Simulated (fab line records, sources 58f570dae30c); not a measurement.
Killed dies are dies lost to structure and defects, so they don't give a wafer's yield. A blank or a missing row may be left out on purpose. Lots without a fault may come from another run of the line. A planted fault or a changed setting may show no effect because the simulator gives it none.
Tool commonality check | flow berkeley_cmos170 | 13 lots, 39 wafers sampled

WHY IT WAS OPENED
At UCB170_NSD_TW_MEAS_10 the reading NSD_TW is flagged on 1 of 13 lots. Wafers without a fault read 4162, standard deviation 56.
Rule: a lot is flagged when every wafer of it that has a number lies more than 4 standard deviations from that mean, or none has a number. The other lots count as sound.

lot  | measured     | on            | NSD_TW, wafer by wafer | flag
L791 | day 8 05:07  | film_metro-03 | 4072 4065 4051         |
L793 | day 8 20:18  | film_metro-02 | 4203 4221 4208         |
L796 | day 8 21:29  | film_metro-01 | 4201 4196 4182         |
L794 | day 8 21:50  | film_metro-03 | 4097 4075 4066         |
L799 | day 9 15:41  | film_metro-01 | 4195 4217 4219         |
L798 | day 9 15:55  | film_metro-01 | 4195 4206 4183         |
L801 | day 9 20:58  | film_metro-01 | 4174 4184 4193         |
L803 | day 10 04:40 | film_metro-01 | 30 30 30               | FLAGGED
L806 | day 11 00:53 | film_metro-03 | 4099 4092 4093         |
L812 | day 12 03:06 | film_metro-02 | 4211 4191 4194         |
L811 | day 12 03:18 | film_metro-03 | 4132 4117 4128         |
L814 | day 12 11:15 | film_metro-01 | 4249 4192 4220         |
L813 | day 12 11:50 | film_metro-02 | 4196 4224 4199         |
The numbers of the flagged lots are 30 on average: -4132 against the usual, or -74 standard deviations.

WHICH TOOL RAN EACH LOT
The record holds 3 process steps before the reading, out of a route of 331 steps. In each cell: the tool, then ch and the chambers that the sampled wafers went through, then the start.
lot  | flag    | UCB170_SPACER_ETCHBACK_03          | UCB170_PSD_STRIP_09                  | UCB170_NSD_STRIP_09
L791 |         | rie_diel-04 ch 0,3, day 7 21:26    | plasma_asher-04 ch 0,1, day 7 23:40  | plasma_asher-03 ch 0,1, day 8 05:00
L793 |         | rie_diel-01 ch 1,2,3, day 8 15:16  | plasma_asher-03 ch 0,1, day 8 17:33  | plasma_asher-01 ch 0,1, day 8 20:12
L796 |         | rie_diel-03 ch 0,1,3, day 8 15:16  | plasma_asher-03 ch 0,1, day 8 18:02  | plasma_asher-02 ch 0,1, day 8 21:23
L794 |         | rie_diel-04 ch 0,3, day 8 15:21    | plasma_asher-01 ch 1, day 8 18:16    | plasma_asher-02 ch 0,1, day 8 21:44
L799 |         | rie_diel-01 ch 0,2, day 9 07:51    | plasma_asher-04 ch 0,1, day 9 11:10  | plasma_asher-02 ch 0, day 9 15:34
L798 |         | rie_diel-03 ch 0,1,2, day 9 07:51  | plasma_asher-01 ch 0,1, day 9 11:17  | plasma_asher-03 ch 1, day 9 15:49
L801 |         | rie_diel-04 ch 0,2,3, day 9 17:06  | plasma_asher-01 ch 0,1, day 9 18:54  | plasma_asher-01 ch 0,1, day 9 20:53
L803 | FLAGGED | rie_diel-04 ch 2,3, day 9 23:16    | plasma_asher-01 ch 0,1, day 10 01:35 | plasma_asher-01 ch 0,1, day 10 04:34
L806 |         | rie_diel-03 ch 0,2,3, day 10 20:04 | plasma_asher-04 ch 0,1, day 10 21:53 | plasma_asher-02 ch 0,1, day 11 00:47
L812 |         | rie_diel-01 ch 1,2,3, day 11 23:26 | plasma_asher-04 ch 0,1, day 12 00:55 | plasma_asher-02 ch 0,1, day 12 02:59
L811 |         | rie_diel-03 ch 0,2, day 11 23:26   | plasma_asher-03 ch 0,1, day 12 01:11 | plasma_asher-03 ch 0,1, day 12 03:12
L814 |         | rie_diel-01 ch 0,2, day 12 06:14   | plasma_asher-03 ch 0,1, day 12 07:34 | plasma_asher-02 ch 0,1, day 12 11:09
L813 |         | rie_diel-03 ch 0,1,2, day 12 06:14 | plasma_asher-01 ch 0,1, day 12 07:29 | plasma_asher-03 ch 0,1, day 12 11:44
What these steps do:
- UCB170_SPACER_ETCHBACK_03: etches SiO2 in CHF3/CF4/Ar, stops on Si, target depth 376 nm, time 100 s.
- UCB170_PSD_STRIP_09: strips in O2.
- UCB170_NSD_STRIP_09: strips in O2.
- UCB170_NSD_TW_MEAS_10

FLAGGED OVER TOTAL, TOOL BY TOOL (the gauges that took the reading come last)
step                      | tool            | lots run | flagged | share of the flagged lots | sound lots run after its first flagged lot
UCB170_SPACER_ETCHBACK_03 | rie_diel-01     | 4        | 0       | none                      | -
UCB170_SPACER_ETCHBACK_03 | rie_diel-03     | 5        | 0       | none                      | -
UCB170_SPACER_ETCHBACK_03 | rie_diel-04     | 4        | 1       | all                       | 0
UCB170_PSD_STRIP_09       | plasma_asher-01 | 5        | 1       | all                       | 1 (L813)
UCB170_PSD_STRIP_09       | plasma_asher-03 | 4        | 0       | none                      | -
UCB170_PSD_STRIP_09       | plasma_asher-04 | 4        | 0       | none                      | -
UCB170_NSD_STRIP_09       | plasma_asher-01 | 3        | 1       | all                       | 0
UCB170_NSD_STRIP_09       | plasma_asher-02 | 6        | 0       | none                      | -
UCB170_NSD_STRIP_09       | plasma_asher-03 | 4        | 0       | none                      | -
UCB170_NSD_TW_MEAS_10     | film_metro-01   | 6        | 1       | all                       | 1 (L814)
UCB170_NSD_TW_MEAS_10     | film_metro-02   | 3        | 0       | none                      | -
UCB170_NSD_TW_MEAS_10     | film_metro-03   | 4        | 0       | none                      | -

WHAT THE TABLE ALLOWS
4 rows of the table ran every flagged lot: rie_diel-04 at UCB170_SPACER_ETCHBACK_03, plasma_asher-01 at UCB170_PSD_STRIP_09, plasma_asher-01 at UCB170_NSD_STRIP_09, film_metro-01 at UCB170_NSD_TW_MEAS_10.
- rie_diel-04 at UCB170_SPACER_ETCHBACK_03: 1 of its 4 lots flagged. Its last sound lot is L801 (day 9 17:06), its first flagged lot L803 (day 9 23:16): a fault that began between those two fits.
- plasma_asher-01 at UCB170_PSD_STRIP_09: 1 of its 5 lots flagged. Sound lots ran on it after the first flagged one (L813), which a lasting fault on the whole tool wouldn't allow. Its own readings lie more than 4 standard deviations out on every wafer of the flagged lots: oes_product_au.
- plasma_asher-01 at UCB170_NSD_STRIP_09: 1 of its 3 lots flagged. Its last sound lot is L801 (day 9 20:53), its first flagged lot L803 (day 10 04:34): a fault that began between those two fits. Its own readings lie more than 4 standard deviations out on every wafer of the flagged lots: oes_product_au, strip_time_to_endpoint_s.
- film_metro-01 at UCB170_NSD_TW_MEAS_10: 1 of its 6 lots flagged. Sound lots ran on it after the first flagged one (L814), which a lasting fault on the whole tool wouldn't allow.
Counting lots can't tell these 2 tools apart, because each fits a fault that began at some hour. More lots, or a look at what each step does to the wafer, might.

WHAT THE SIMULATOR HAD PUT IN
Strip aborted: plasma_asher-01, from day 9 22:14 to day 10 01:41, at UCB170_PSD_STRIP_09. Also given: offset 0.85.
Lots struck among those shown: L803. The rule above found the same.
